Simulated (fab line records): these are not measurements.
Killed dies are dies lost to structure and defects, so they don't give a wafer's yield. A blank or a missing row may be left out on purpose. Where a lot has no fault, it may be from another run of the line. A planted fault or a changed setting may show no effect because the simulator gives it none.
Problem report, 8D (eight disciplines) form, completed by code + flow rit_cmos + the parts of the form that need people (team, actions taken, sign-off) are left out

1. PROBLEM STATEMENT
heater_power_total_W at RIT_NSD_HARDBAKE_07 reads a mean of 58.87 W on 6 wafers of 2 lots; wafers without a fault read 62.54 W with a standard deviation of 0.047. That puts it -78 standard deviations away from the usual mean.
The step: time 60 s.
First observed at day 6 22:27: wafer L484.1, on litho_track-02. The record holds 42 wafers of 14 lots with a number at this step. The rule behind "out" and "out of limits": a value lying over 4 standard deviations away from the usual mean. The rest of the wafers with a number are treated as sound.

2. WHAT IT IS; WHAT IT IS NOT
| question                    | is                                 | is not                                                                    |
|-----------------------------|------------------------------------|---------------------------------------------------------------------------|
| which readings at this step | heater_power_total_W, plate_temp_C | -                                                                         |
| which lots                  | L484, L486                         | L466, L467, L468, L469, L471, L472, L473, L474, L475, L482, L487, L489    |
| which wafers of those lots  | all that have a number             | -                                                                         |
| read on which tools         | litho_track-02                     | litho_track-01, litho_track-03                                            |
| when                        | from day 6 22:27                   | up to then (30 sound wafers); but 6 sound wafers of L487, L489 came after |

3. SUSPECTS, AND WHAT RULES EACH OUT
Counting: any tool at a process step up to the reading is kept as a suspect provided that every lot that is out went through it and no sound lot did after the first of them.
- litho_track-02 at RIT_NSD_HARDBAKE_07 (time 60 s): kept. It ran every lot that is out, first L484 (day 6 22:27), and no sound lot after that; its last sound lot up to then is L474 (day 4 23:47). Out on those wafers are its own readings of heater_power_total_W, plate_temp_C.
The count leaves litho_track-02 at RIT_NSD_HARDBAKE_07.

4. THE CAUSE (what the simulator had put in)
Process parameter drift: litho_track-02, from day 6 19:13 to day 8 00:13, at RIT_NSD_HARDBAKE_07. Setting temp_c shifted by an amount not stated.
Counting left only this tool.

5. THE CHAIN OF EFFECTS, in route order
Rows list readings where the struck wafers' mean (over those with a number) sits beyond 3 standard deviations from the usual. Scope: only readings with a usual standard deviation given in the record; hours: median across lots of the time from each lot's start at the first step in this table that gives one to its start at this step; sigmas: change in usual standard deviations.
| hours | step                | reading              | usual    | on struck wafers | change | sigmas |
|-------|---------------------|----------------------|----------|------------------|--------|--------|
| 0     | RIT_NSD_HARDBAKE_07 | heater_power_total_W | 62.54 W  | 58.87            | -3.67  | -78    |
| 0     | RIT_NSD_HARDBAKE_07 | plate_temp_C         | 140.00 C | 133.79           | -6.21  | -48    |
Process steps it contains:
- RIT_NSD_HARDBAKE_07: time 60 s.

6. HOW IT WOULD HAVE BEEN CAUGHT EARLIER
In this record the first reading out of limits was taken at day 6 22:27, 3 hours after the fault began at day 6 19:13.
